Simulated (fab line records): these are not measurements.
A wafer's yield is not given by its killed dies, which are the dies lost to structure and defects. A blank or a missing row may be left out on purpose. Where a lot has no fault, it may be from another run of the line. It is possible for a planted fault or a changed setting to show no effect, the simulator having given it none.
One fault seen from 2 desks :: flow berkeley-cmos170 :: each desk has only its own numbers; what lay behind them comes last

AT THE METROLOGY DESK
Lot by lot, what the gauges showed, no matter which tool ran the lot: averages of those sampled wafers that carry a number. The brackets show how far a lot's mean lies from the usual mean; more than 4 standard deviations puts the lot out of limits, marked OUT.
Columns: A = ACTIVE_NITRIDE_THK at UCB170_ACTIVE_THK_MEAS_06, usual 220.0 nm; B = PFIELD_OVL at UCB170_PFIELD_OVL_MEAS_06, usual -2 nm
lot: L786
first seen here: day 4 11:02
A: 223.2
B: -6

lot: L787
first seen here: day 5 04:42
A: 217.5
B: -3

lot: L788
first seen here: day 5 04:42
A: 222.0
B: -5

lot: L789
first seen here: day 5 10:05
A: 219.2
B: 2

lot: L790
first seen here: day 5 17:04
A: 217.1
B: -2

lot: L792
first seen here: day 6 01:20
A: 218.8
B: -3

lot: L793
first seen here: day 6 01:22
A: 219.1
B: -2

lot: L794
first seen here: day 6 12:29
A: 219.1
B: -5

lot: L795
first seen here: day 6 22:11
A: 221.6
B: -2

lot: L799
first seen here: day 7 11:02
A: 217.7
B: 85 (+22) OUT

lot: L798
first seen here: day 7 11:04
A: 219.0
B: 86 (+22) OUT

lot: L800
first seen here: day 8 13:22
A: 220.8
B: -3

lot: L802
first seen here: day 8 13:23
A: 218.0
B: 5

lot: L807
first seen here: day 9 11:13
A: 220.0
B: -0
Finding of this desk: L798, L799 out of limits, first seen on L799 at day 7 14:22 (PFIELD_OVL at UCB170_PFIELD_OVL_MEAS_06). Within limits: L786, L787, L788, L789, L790, L792, L793, L794, L795, L800, L802, L807.

DESK OF THE TOOL OWNER: krf-scanner-02
The tool's own readings at UCB170_PFIELD_EXPOSE_03 (exposes mask PFIELD, target cd 1500 nm): means of the sampled wafers that have a number, for each lot that ran on this tool. The brackets show how far a lot's mean lies from the usual mean; more than 4 standard deviations puts the lot out of limits, marked OUT.
Columns: A = stage-vel-mm-s at UCB170_PFIELD_EXPOSE_03, usual 499.94 mm/s
lot: L787
first seen here: day 5 07:17
A: 500.06

lot: L788
first seen here: day 5 07:52
A: 499.91

lot: L792
first seen here: day 6 05:11
A: 500.18

lot: L795
first seen here: day 7 01:59
A: 499.86

lot: L799
first seen here: day 7 13:59
A: 500.01

lot: L798
first seen here: day 7 14:10
A: 500.33
This desk's finding: nothing out of limits on any of the 6 lots.

ALL TOGETHER
At day 7 14:22 the metrology desk could have sounded an alarm, on L798, L799.
The desk of the tool owner found nothing out of limits.
The tool owner's desk has L798, L799 on record, within its limits.
On krf-scanner-02, each named lot ran UCB170_PFIELD_EXPOSE_03.

WHAT THE SIMULATOR HAD PUT IN
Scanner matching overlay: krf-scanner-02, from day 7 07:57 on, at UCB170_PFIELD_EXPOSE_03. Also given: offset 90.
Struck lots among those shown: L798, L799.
Delay in hours, fault start to first out-of-limits reading, per desk: metrology desk 6.
